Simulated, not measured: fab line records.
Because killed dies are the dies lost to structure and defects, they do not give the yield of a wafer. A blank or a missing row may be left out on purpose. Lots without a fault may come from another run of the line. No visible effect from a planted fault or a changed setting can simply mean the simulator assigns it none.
Which tool was responsible? :: flow berkeley_cmos170 :: 14 lots, 42 wafers sampled, at 6 steps of a route of 331

WHAT THE GAUGES SHOWED, per wafer
UCB170_GATE_THK_MEAS_02.
lot: L690
measured: day 5 19:23
on: film_metro-02
GATE_OXIDE_THK (nm): 6.65 6.76 6.75

lot: L693
measured: day 6 16:44
on: film_metro-04
GATE_OXIDE_THK (nm): 6.55 6.69 6.72

lot: L692
measured: day 6 16:46
on: film_metro-03
GATE_OXIDE_THK (nm): 6.63 6.58 6.56

lot: L696
measured: day 7 08:19
on: film_metro-02
GATE_OXIDE_THK (nm): 6.57 6.58 6.54

lot: L697
measured: day 7 08:19
on: film_metro-04
GATE_OXIDE_THK (nm): 6.59 6.64 6.60

lot: L695
measured: day 7 08:20
on: film_metro-03
GATE_OXIDE_THK (nm): 6.60 6.61 6.59

lot: L698
measured: day 7 14:02
on: film_metro-04
GATE_OXIDE_THK (nm): 6.53 6.64 6.51

lot: L702
measured: day 8 21:41
on: film_metro-03
GATE_OXIDE_THK (nm): 6.51 6.23 6.26

lot: L705
measured: day 9 03:11
on: film_metro-04
GATE_OXIDE_THK (nm): 6.65 6.60 6.66

lot: L709
measured: day 9 15:23
on: film_metro-02
GATE_OXIDE_THK (nm): 6.83 6.74 6.71

lot: L710
measured: day 9 23:59
on: film_metro-03
GATE_OXIDE_THK (nm): 6.74 6.67 6.82

lot: L711
measured: day 10 18:14
on: film_metro-03
GATE_OXIDE_THK (nm): 6.51 6.49 6.63

lot: L712
measured: day 10 18:15
on: film_metro-04
GATE_OXIDE_THK (nm): 6.88 6.79 6.85

lot: L713
measured: day 10 18:17
on: film_metro-02
GATE_OXIDE_THK (nm): 6.64 6.77 6.67

UCB170_NLDD_TW_MEAS_11.
lot: L690
measured: day 6 06:16
on: film_metro-01
NLDD_TW: 2211 2214 2213

lot: L693
measured: day 7 08:26
on: film_metro-01
NLDD_TW: 2215 2206 2215

lot: L692
measured: day 7 07:54
on: film_metro-02
NLDD_TW: 2209 2192 2183

lot: L696
measured: day 7 19:58
on: film_metro-03
NLDD_TW: 2221 2213 2216

lot: L697
measured: day 7 20:37
on: film_metro-02
NLDD_TW: 2198 2205 2193

lot: L695
measured: day 7 20:40
on: film_metro-03
NLDD_TW: 2208 2213 2204

lot: L698
measured: day 8 00:05
on: film_metro-01
NLDD_TW: 2223 2217 2229

lot: L702
measured: day 9 11:11
on: film_metro-03
NLDD_TW: 2326 2325 2320

lot: L705
measured: day 9 14:10
on: film_metro-02
NLDD_TW: 2310 2316 2305

lot: L709
measured: day 10 10:39
on: film_metro-02
NLDD_TW: 2204 2205 2208

lot: L710
measured: day 10 14:36
on: film_metro-02
NLDD_TW: 2203 2207 2213

lot: L711
measured: day 11 10:15
on: film_metro-02
NLDD_TW: 2212 2211 2210

lot: L712
measured: day 11 10:32
on: film_metro-02
NLDD_TW: 2199 2208 2208

lot: L713
measured: day 11 09:59
on: film_metro-02
NLDD_TW: 2207 2207 2215

UCB170_SDANNEAL_RS_MEAS_05: a four-point-probe measurement.
lot: L690
measured: day 6 16:20
on: film_metro-03
NLDD_RS (ohm/sq): 615.0 614.4 614.9

lot: L693
measured: day 7 16:46
on: film_metro-03
NLDD_RS (ohm/sq): 618.0 616.5 617.0

lot: L692
measured: day 7 16:28
on: film_metro-02
NLDD_RS (ohm/sq): 616.2 616.5 616.4

lot: L696
measured: day 8 07:22
on: film_metro-02
NLDD_RS (ohm/sq): 616.2 615.3 616.7

lot: L697
measured: day 8 07:22
on: film_metro-01
NLDD_RS (ohm/sq): 615.5 618.0 616.3

lot: L695
measured: day 8 07:53
on: film_metro-01
NLDD_RS (ohm/sq): 618.4 617.1 617.6

lot: L698
measured: day 8 12:43
on: film_metro-01
NLDD_RS (ohm/sq): 616.9 615.8 615.8

lot: L702
measured: day 9 21:44
on: film_metro-02
NLDD_RS (ohm/sq): 539.4 541.5 538.4

lot: L705
measured: day 9 22:08
on: film_metro-03
NLDD_RS (ohm/sq): 539.6 537.3 538.9

lot: L709
measured: day 10 20:07
on: film_metro-03
NLDD_RS (ohm/sq): 616.3 616.2 614.7

lot: L710
measured: day 10 23:22
on: film_metro-01
NLDD_RS (ohm/sq): 619.2 621.1 619.7

lot: L711
measured: day 11 20:09
on: film_metro-02
NLDD_RS (ohm/sq): 615.4 613.4 617.0

lot: L712
measured: day 11 19:59
on: film_metro-01
NLDD_RS (ohm/sq): 617.1 615.9 615.4

lot: L713
measured: day 11 19:31
on: film_metro-02
NLDD_RS (ohm/sq): 617.4 615.0 615.5

TOOL THAT RAN EACH LOT (tool first, then ch and the chambers of the sampled wafers, then the start)
lot: L690
UCB170_GATE_STRIP_16: plasma_asher-02 ch 0,1, day 6 00:49
UCB170_NLDD_IMPLANT_09: implanter-01 ch 0, day 6 06:01
UCB170_NSD_STRIP_09: plasma_asher-02 ch 0,1, day 6 14:23

lot: L693
UCB170_GATE_STRIP_16: plasma_asher-04 ch 0,1, day 7 03:33
UCB170_NLDD_IMPLANT_09: implanter-01 ch 0, day 7 08:11
UCB170_NSD_STRIP_09: plasma_asher-03 ch 0,1, day 7 15:08

lot: L692
UCB170_GATE_STRIP_16: plasma_asher-02 ch 0,1, day 7 03:00
UCB170_NLDD_IMPLANT_09: implanter-01 ch 0, day 7 07:40
UCB170_NSD_STRIP_09: plasma_asher-03 ch 0,1, day 7 14:55

lot: L696
UCB170_GATE_STRIP_16: plasma_asher-03 ch 0,1, day 7 15:45
UCB170_NLDD_IMPLANT_09: implanter-02 ch 0, day 7 19:43
UCB170_NSD_STRIP_09: plasma_asher-02 ch 0,1, day 8 04:52

lot: L697
UCB170_GATE_STRIP_16: plasma_asher-04 ch 0,1, day 7 16:08
UCB170_NLDD_IMPLANT_09: implanter-02 ch 0, day 7 20:22
UCB170_NSD_STRIP_09: plasma_asher-04 ch 0,1, day 8 05:06

lot: L695
UCB170_GATE_STRIP_16: plasma_asher-03 ch 0,1, day 7 16:27
UCB170_NLDD_IMPLANT_09: implanter-04 ch 0, day 7 20:26
UCB170_NSD_STRIP_09: plasma_asher-02 ch 0,1, day 8 05:29

lot: L698
UCB170_GATE_STRIP_16: plasma_asher-04 ch 0,1, day 7 20:26
UCB170_NLDD_IMPLANT_09: implanter-01 ch 0, day 7 23:51
UCB170_NSD_STRIP_09: plasma_asher-04 ch 0,1, day 8 10:53

lot: L702
UCB170_GATE_STRIP_16: plasma_asher-02 ch 0,1, day 9 05:34
UCB170_NLDD_IMPLANT_09: implanter-04 ch 0, day 9 10:56
UCB170_NSD_STRIP_09: plasma_asher-03 ch 0,1, day 9 20:09

lot: L705
UCB170_GATE_STRIP_16: plasma_asher-04 ch 0,1, day 9 10:37
UCB170_NLDD_IMPLANT_09: implanter-04 ch 0, day 9 13:55
UCB170_NSD_STRIP_09: plasma_asher-04 ch 0,1, day 9 20:27

lot: L709
UCB170_GATE_STRIP_16: plasma_asher-02 ch 0,1, day 10 04:09
UCB170_NLDD_IMPLANT_09: implanter-02 ch 0, day 10 10:24
UCB170_NSD_STRIP_09: plasma_asher-02 ch 0,1, day 10 18:07

lot: L710
UCB170_GATE_STRIP_16: plasma_asher-02 ch 1, day 10 10:31
UCB170_NLDD_IMPLANT_09: implanter-02 ch 0, day 10 14:21
UCB170_NSD_STRIP_09: plasma_asher-03 ch 0,1, day 10 21:30

lot: L711
UCB170_GATE_STRIP_16: plasma_asher-03 ch 0,1, day 11 02:02
UCB170_NLDD_IMPLANT_09: implanter-02 ch 0, day 11 10:01
UCB170_NSD_STRIP_09: plasma_asher-03 ch 0,1, day 11 18:30

lot: L712
UCB170_GATE_STRIP_16: plasma_asher-03 ch 0,1, day 11 02:19
UCB170_NLDD_IMPLANT_09: implanter-01 ch 0, day 11 10:19
UCB170_NSD_STRIP_09: plasma_asher-04 ch 0,1, day 11 18:16

lot: L713
UCB170_GATE_STRIP_16: plasma_asher-02 ch 0,1, day 11 02:31
UCB170_NLDD_IMPLANT_09: implanter-01 ch 0, day 11 09:44
UCB170_NSD_STRIP_09: plasma_asher-03 ch 0,1, day 11 17:52
- UCB170_GATE_STRIP_16: strips in O2.
- UCB170_NLDD_IMPLANT_09
- UCB170_NSD_STRIP_09: strips in O2.

WHAT THE TOOLS THEMSELVES READ (means of the sampled wafers that have a number; where no wafer has one, the mark that the record gives instead)
UCB170_GATE_STRIP_16.
lot: L690
tool: plasma_asher-02
drypump_motor_current_A (A): 5.9
oes_product_au (a.u.): 0.724

lot: L693
tool: plasma_asher-04
drypump_motor_current_A (A): 5.5
oes_product_au (a.u.): 0.724

lot: L692
tool: plasma_asher-02
drypump_motor_current_A (A): 5.9
oes_product_au (a.u.): 0.725

lot: L696
tool: plasma_asher-03
drypump_motor_current_A (A): 5.3
oes_product_au (a.u.): 0.720

lot: L697
tool: plasma_asher-04
drypump_motor_current_A (A): 5.5
oes_product_au (a.u.): 0.725

lot: L695
tool: plasma_asher-03
drypump_motor_current_A (A): 5.6
oes_product_au (a.u.): 0.720

lot: L698
tool: plasma_asher-04
drypump_motor_current_A (A): 5.5
oes_product_au (a.u.): 0.729

lot: L702
tool: plasma_asher-02
drypump_motor_current_A (A): 6.1
oes_product_au (a.u.): 0.725

lot: L705
tool: plasma_asher-04
drypump_motor_current_A (A): 5.7
oes_product_au (a.u.): 0.721

lot: L709
tool: plasma_asher-02
drypump_motor_current_A (A): 6.1
oes_product_au (a.u.): 0.726

lot: L710
tool: plasma_asher-02
drypump_motor_current_A (A): 5.8
oes_product_au (a.u.): 0.725

lot: L711
tool: plasma_asher-03
drypump_motor_current_A (A): 5.3
oes_product_au (a.u.): 0.730

lot: L712
tool: plasma_asher-03
drypump_motor_current_A (A): 5.5
oes_product_au (a.u.): 0.726

lot: L713
tool: plasma_asher-02
drypump_motor_current_A (A): 5.9
oes_product_au (a.u.): 0.732

UCB170_NLDD_IMPLANT_09.
lot: L690
tool: implanter-01
dose_ions_cm2: 5.000e+13
faraday_current_uA: 160.0

lot: L693
tool: implanter-01
dose_ions_cm2: 4.996e+13
faraday_current_uA: 160.1

lot: L692
tool: implanter-01
dose_ions_cm2: 5.002e+13
faraday_current_uA: 158.5

lot: L696
tool: implanter-02
dose_ions_cm2: 4.997e+13
faraday_current_uA: 157.7

lot: L697
tool: implanter-02
dose_ions_cm2: 5.003e+13
faraday_current_uA: 159.8

lot: L695
tool: implanter-04
dose_ions_cm2: 4.997e+13
faraday_current_uA: 159.5

lot: L698
tool: implanter-01
dose_ions_cm2: 4.996e+13
faraday_current_uA: 162.9

lot: L702
tool: implanter-04
dose_ions_cm2: 7.161e+13
faraday_current_uA: 225.2

lot: L705
tool: implanter-04
dose_ions_cm2: 7.168e+13
faraday_current_uA: 232.0

lot: L709
tool: implanter-02
dose_ions_cm2: 5.007e+13
faraday_current_uA: 157.6

lot: L710
tool: implanter-02
dose_ions_cm2: 5.001e+13
faraday_current_uA: 159.1

lot: L711
tool: implanter-02
dose_ions_cm2: 5.000e+13
faraday_current_uA: 161.7

lot: L712
tool: implanter-01
dose_ions_cm2: 5.007e+13
faraday_current_uA: 157.1

lot: L713
tool: implanter-01
dose_ions_cm2: 5.003e+13
faraday_current_uA: 156.0

UCB170_NSD_STRIP_09.
lot: L690
tool: plasma_asher-02
drypump_motor_current_A (A): 6.1
oes_product_au (a.u.): 0.535
strip_time_to_endpoint_s (s): 35.53

lot: L693
tool: plasma_asher-03
drypump_motor_current_A (A): 5.6
oes_product_au (a.u.): 0.531
strip_time_to_endpoint_s (s): 35.52

lot: L692
tool: plasma_asher-03
drypump_motor_current_A (A): 5.6
oes_product_au (a.u.): 0.542
strip_time_to_endpoint_s (s): 35.61

lot: L696
tool: plasma_asher-02
drypump_motor_current_A (A): 5.9
oes_product_au (a.u.): 0.539
strip_time_to_endpoint_s (s): 35.63

lot: L697
tool: plasma_asher-04
drypump_motor_current_A (A): 5.8
oes_product_au (a.u.): 0.539
strip_time_to_endpoint_s (s): 35.55

lot: L695
tool: plasma_asher-02
drypump_motor_current_A (A): 5.9
oes_product_au (a.u.): 0.534
strip_time_to_endpoint_s (s): 35.50

lot: L698
tool: plasma_asher-04
drypump_motor_current_A (A): 5.5
oes_product_au (a.u.): 0.536
strip_time_to_endpoint_s (s): 35.61

lot: L702
tool: plasma_asher-03
drypump_motor_current_A (A): 5.6
oes_product_au (a.u.): 0.534
strip_time_to_endpoint_s (s): 35.68

lot: L705
tool: plasma_asher-04
drypump_motor_current_A (A): 5.7
oes_product_au (a.u.): 0.537
strip_time_to_endpoint_s (s): 35.57

lot: L709
tool: plasma_asher-02
drypump_motor_current_A (A): 6.0
oes_product_au (a.u.): 0.536
strip_time_to_endpoint_s (s): 35.72

lot: L710
tool: plasma_asher-03
drypump_motor_current_A (A): 5.5
oes_product_au (a.u.): 0.536
strip_time_to_endpoint_s (s): 35.58

lot: L711
tool: plasma_asher-03
drypump_motor_current_A (A): 5.3
oes_product_au (a.u.): 0.536
strip_time_to_endpoint_s (s): 35.66

lot: L712
tool: plasma_asher-04
drypump_motor_current_A (A): 5.5
oes_product_au (a.u.): 0.537
strip_time_to_endpoint_s (s): 35.60

lot: L713
tool: plasma_asher-03
drypump_motor_current_A (A): 5.3
oes_product_au (a.u.): 0.540
strip_time_to_endpoint_s (s): 35.50

THE ANSWER, worked out from the rows above alone
Rule: usual is defined by the lots themselves. The widest of any qualifying gaps counts: lots, ordered by their means at a reading, are off when they make up no more than a third of the lots, leave a main group of 4 or more, and stand apart from it by 3 or more times the standard deviation of that group's means. A main group is skipped when, at the precision printed for the reading in the tables above, its means are all equal. Also off: a lot with no number at a reading for which 4 or more lots have one. The other lots that the step has rows for count as sound. First the gauges in route order, then the tools' own readings, where a lot's mean is used as printed above. The first step at which some lot is off is used, and at that step the reading that is off furthest; a lot without a number counts as furthest.
Off: L702, L705, at UCB170_NLDD_TW_MEAS_11 (NLDD_TW). The main group has a mean of 2209 with a standard deviation of 7.2.
If a tool, at a process step before that reading, ran all the lots that are off and no sound lot after the first of them, it fits. The gauges at UCB170_NLDD_TW_MEAS_11 aren't tried: what is off there is off at UCB170_NLDD_IMPLANT_09 too, on other tools, and a gauge's error can't cause that. One candidate fits, namely implanter-04 at UCB170_NLDD_IMPLANT_09. A fault onset in the window from L695 (day 7 20:26, its last sound lot) to L702 (day 9 10:56, its first lot off) fits.
The tool's own readings at UCB170_NLDD_IMPLANT_09 bear it out: on the lots that are off they differ by more than 5 times the standard deviation of the sound lots' means. dose_ions_cm2 reads 7.164e+13 there against 5.001e+13 on the sound lots; faraday_current_uA reads 228.6 there against 159.2 on the sound lots.

WHAT WAS PUT IN BY THE SIMULATOR
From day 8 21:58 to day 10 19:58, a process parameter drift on implanter-04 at UCB170_NLDD_IMPLANT_09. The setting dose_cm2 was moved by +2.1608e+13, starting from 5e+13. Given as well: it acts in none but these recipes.
Struck lots among those shown: L702, L705. The rule above reached the same finding.
